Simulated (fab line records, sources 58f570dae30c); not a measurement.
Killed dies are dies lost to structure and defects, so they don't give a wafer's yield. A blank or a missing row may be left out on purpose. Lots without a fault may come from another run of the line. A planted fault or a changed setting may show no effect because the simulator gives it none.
Which tool did it? | flow berkeley_cmos170 | 14 lots, 42 wafers sampled, at 5 steps of a route of 331

WHAT THE GAUGES READ, wafer by wafer
UCB170_ACTIVE_CD_MEAS_90: target cd 1200 nm. Usual: cd_nm 1200.2 nm, standard deviation 1.3.
lot  | measured     | on        | cd_nm (nm)           | flag
L514 | day 5 01:45  | cd_sem-02 | 1199.6 1200.3 1199.4 |
L515 | day 5 01:08  | cd_sem-01 | 1199.5 1199.9 1199.4 |
L516 | day 5 01:38  | cd_sem-02 | 1197.7 1199.9 1199.6 |
L518 | day 5 11:21  | cd_sem-02 | 1200.5 1201.9 1199.5 |
L522 | day 6 18:35  | cd_sem-01 | 1202.0 1201.2 1200.4 |
L524 | day 7 01:04  | cd_sem-02 | 1200.1 1198.4 1199.3 |
L526 | day 7 09:20  | cd_sem-01 | 1201.1 1200.7 1200.2 |
L527 | day 8 03:34  | cd_sem-02 | 1198.0 1198.5 1198.1 |
L530 | day 8 11:10  | cd_sem-02 | 1199.5 1201.7 1200.5 |
L532 | day 8 20:14  | cd_sem-01 | 1201.4 1202.0 1201.2 |
L533 | day 9 06:59  | cd_sem-01 | 1198.4 1199.1 1198.8 |
L534 | day 9 07:19  | cd_sem-02 | 1201.9 1201.9 1202.8 |
L536 | day 9 07:39  | cd_sem-02 | 1200.8 1199.6 1198.4 |
L537 | day 10 08:01 | cd_sem-02 | 1198.0 1200.3 1201.1 |

UCB170_NVT_TW_MEAS_09. Usual: NVT_TW 528, standard deviation 5.3.
lot  | measured     | on            | NVT_TW                  | flag
L514 | day 6 17:20  | film_metro-04 | 543 540 542             |
L515 | day 6 17:28  | film_metro-02 | 527 530 527             |
L516 | day 6 18:11  | film_metro-01 | 528 529 527             |
L518 | day 7 05:51  | film_metro-01 | 521 520 521             |
L522 | day 8 14:29  | film_metro-02 | 487 486 486 488 486 490 | OFF
L524 | day 8 22:24  | film_metro-01 | 484 482 483 481 480 485 | OFF
L526 | day 9 06:02  | film_metro-01 | 524 519 520             |
L527 | day 10 00:38 | film_metro-02 | 529 529 528             |
L530 | day 10 08:41 | film_metro-01 | 526 522 524             |
L532 | day 10 09:18 | film_metro-04 | 542 538 538             |
L533 | day 11 05:55 | film_metro-01 | 526 524 527             |
L534 | day 11 06:38 | film_metro-01 | 524 528 527             |
L536 | day 11 06:22 | film_metro-04 | 535 535 535             |
L537 | day 12 12:17 | film_metro-02 | 528 530 526             |

UCB170_GATE_THK_MEAS_02. Usual: GATE_OXIDE_THK 6.62 nm, standard deviation 0.11.
lot  | measured     | on            | GATE_OXIDE_THK (nm) | flag
L514 | day 7 01:48  | film_metro-03 | 6.77 6.70 6.73      |
L515 | day 7 01:49  | film_metro-02 | 6.81 6.62 6.63      |
L516 | day 7 01:48  | film_metro-01 | 6.63 6.75 6.54      |
L518 | day 7 16:53  | film_metro-02 | 6.61 6.49 6.58      |
L522 | day 9 04:20  | film_metro-03 | 6.51 6.58 6.52      |
L524 | day 9 09:04  | film_metro-03 | 6.72 6.79 6.73      |
L526 | day 9 14:41  | film_metro-01 | 6.64 6.76 6.73      |
L527 | day 10 13:19 | film_metro-03 | 6.61 6.55 6.57      |
L530 | day 10 13:20 | film_metro-02 | 6.40 6.38 6.46      |
L532 | day 10 13:23 | film_metro-02 | 6.56 6.31 6.64      |
L533 | day 11 16:50 | film_metro-01 | 6.77 6.82 6.65      |
L534 | day 11 16:54 | film_metro-01 | 6.57 6.66 6.68      |
L536 | day 11 16:51 | film_metro-03 | 6.66 6.73 6.77      |
L537 | day 12 19:13 | film_metro-01 | 6.56 6.70 6.61      |

WHICH TOOL RAN EACH LOT (tool, then ch and the chambers of the sampled wafers, then the start)
lot  | UCB170_NWELL_ETCH_13              | UCB170_NVT_IMPLANT_07
L514 | rie_diel-03 ch 0,1,3, day 2 17:07 | implanter-03 ch 0, day 6 17:05
L515 | rie_diel-04 ch 0,2, day 2 17:10   | implanter-01 ch 0, day 6 17:14
L516 | rie_diel-03 ch 0,1, day 2 17:23   | implanter-03 ch 0, day 6 17:56
L518 | rie_diel-02 ch 0,3, day 3 05:44   | implanter-01 ch 0, day 7 05:36
L522 | rie_diel-03 ch 0,1,3, day 4 08:46 | implanter-01 ch 0, day 8 14:14
L524 | rie_diel-04 ch 2,3, day 4 17:59   | implanter-01 ch 0, day 8 22:09
L526 | rie_diel-02 ch 1,2, day 4 23:32   | implanter-04 ch 0, day 9 05:50
L527 | rie_diel-03 ch 0,2,3, day 5 05:46 | implanter-03 ch 0, day 10 00:24
L530 | rie_diel-03 ch 2,3, day 5 22:04   | implanter-04 ch 0, day 10 08:26
L532 | rie_diel-03 ch 0,2,3, day 6 05:08 | implanter-03 ch 0, day 10 09:03
L533 | rie_diel-02 ch 0,1,3, day 6 15:52 | implanter-03 ch 0, day 11 05:41
L534 | rie_diel-03 ch 0,1, day 6 21:54   | implanter-03 ch 0, day 11 06:23
L536 | rie_diel-04 ch 0,1, day 6 22:32   | implanter-04 ch 0, day 11 06:08
L537 | rie_diel-04 ch 2,3, day 7 14:29   | implanter-04 ch 0, day 12 12:01
- UCB170_NWELL_ETCH_13: etches Si3N4 in CH3F/Ar/O2, stops on SiO2, target depth 246.4 nm, time 154 s.
- UCB170_NVT_IMPLANT_07

WHAT THE TOOLS THEMSELVES READ (means of the sampled wafers that have a number; where no wafer has one, the mark that the record gives instead)
UCB170_NWELL_ETCH_13. Usual: drypump_motor_current_A 5.9 A, standard deviation 0.45; oes_product_au 0.938 a.u., standard deviation 0.012; throttle_valve_pct 8.07 %, standard deviation 0.12.
lot  | tool        | drypump_motor_current_A (A) | oes_product_au (a.u.) | throttle_valve_pct (%) | flag
L514 | rie_diel-03 | 6.2                         | 0.930                 | 7.95                   |
L515 | rie_diel-04 | 6.1                         | 0.943                 | 8.05                   |
L516 | rie_diel-03 | 6.4                         | 0.938                 | 8.02                   |
L518 | rie_diel-02 | 6.2                         | 0.943                 | 8.03                   |
L522 | rie_diel-03 | 6.2                         | 0.935                 | 7.95                   |
L524 | rie_diel-04 | 5.5                         | 0.926                 | 8.13                   |
L526 | rie_diel-02 | 5.5                         | 0.939                 | 8.12                   |
L527 | rie_diel-03 | 5.9                         | 0.941                 | 7.97                   |
L530 | rie_diel-03 | 6.0                         | 0.933                 | 7.93                   |
L532 | rie_diel-03 | 5.9                         | 0.948                 | 7.97                   |
L533 | rie_diel-02 | 6.0                         | 0.939                 | 8.07                   |
L534 | rie_diel-03 | 6.1                         | 0.930                 | 7.99                   |
L536 | rie_diel-04 | 5.7                         | 0.954                 | 8.21                   |
L537 | rie_diel-04 | 5.5                         | 0.915                 | 8.14                   |

UCB170_NVT_IMPLANT_07. Usual: dose_ions_cm2 2.999e+12, standard deviation 3.1e+09; faraday_current_uA 9.54, standard deviation 0.2.
lot  | tool         | dose_ions_cm2 | faraday_current_uA | flag
L514 | implanter-03 | 3.001e+12     | 9.38               |
L515 | implanter-01 | 2.995e+12     | 9.70               |
L516 | implanter-03 | 2.996e+12     | 9.41               |
L518 | implanter-01 | 3.007e+12     | 9.46               |
L522 | implanter-01 | 2.342e+12     | 7.40               | OFF
L524 | implanter-01 | 2.340e+12     | 7.51               | OFF
L526 | implanter-04 | 2.995e+12     | 9.46               |
L527 | implanter-03 | 2.997e+12     | 9.64               |
L530 | implanter-04 | 2.996e+12     | 9.66               |
L532 | implanter-03 | 3.001e+12     | 9.52               |
L533 | implanter-03 | 3.000e+12     | 9.49               |
L534 | implanter-03 | 3.000e+12     | 9.65               |
L536 | implanter-04 | 2.999e+12     | 9.43               |
L537 | implanter-04 | 2.999e+12     | 9.37               |

THE ANSWER, worked out from the rows above alone
Rule: a lot is off if the mean of its wafers that have a number lies more than 3 standard deviations from the usual mean. A lot without any number at a reading at which 4 lots or more have one is off too. The other lots that the step has rows for count as sound. The gauges are gone through in route order, then the tools' own readings, and for those a lot's mean is taken as printed above. The first step at which some lot is off is used, and at that step the reading that is off furthest; a lot without a number counts as furthest.
Off: L522, L524, at UCB170_NVT_TW_MEAS_09 (NVT_TW).
A tool fits if, at a process step before that reading, it ran every lot that is off, and no sound lot after the first of them. The gauges at UCB170_NVT_TW_MEAS_09 aren't tried: what is off there is off at UCB170_NVT_IMPLANT_07 too, on other tools, and a gauge's error can't cause that. One fits: implanter-01 at UCB170_NVT_IMPLANT_07. Its last sound lot is L518 (day 7 05:36), its first lot that is off L522 (day 8 14:14): a fault that began between those two fits.
The tool's own readings at UCB170_NVT_IMPLANT_07 bear it out: on the lots that are off they differ by more than 5 times the standard deviation of the sound lots' means. dose_ions_cm2 reads 2.341e+12 there against 2.999e+12 on the sound lots; faraday_current_uA reads 7.46 there against 9.51 on the sound lots.

WHAT THE SIMULATOR HAD PUT IN
Process parameter drift: implanter-01, from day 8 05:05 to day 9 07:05, at UCB170_NVT_IMPLANT_07. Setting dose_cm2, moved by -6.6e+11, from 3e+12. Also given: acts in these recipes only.
Lots struck among those shown: L522, L524. The rule above found the same.
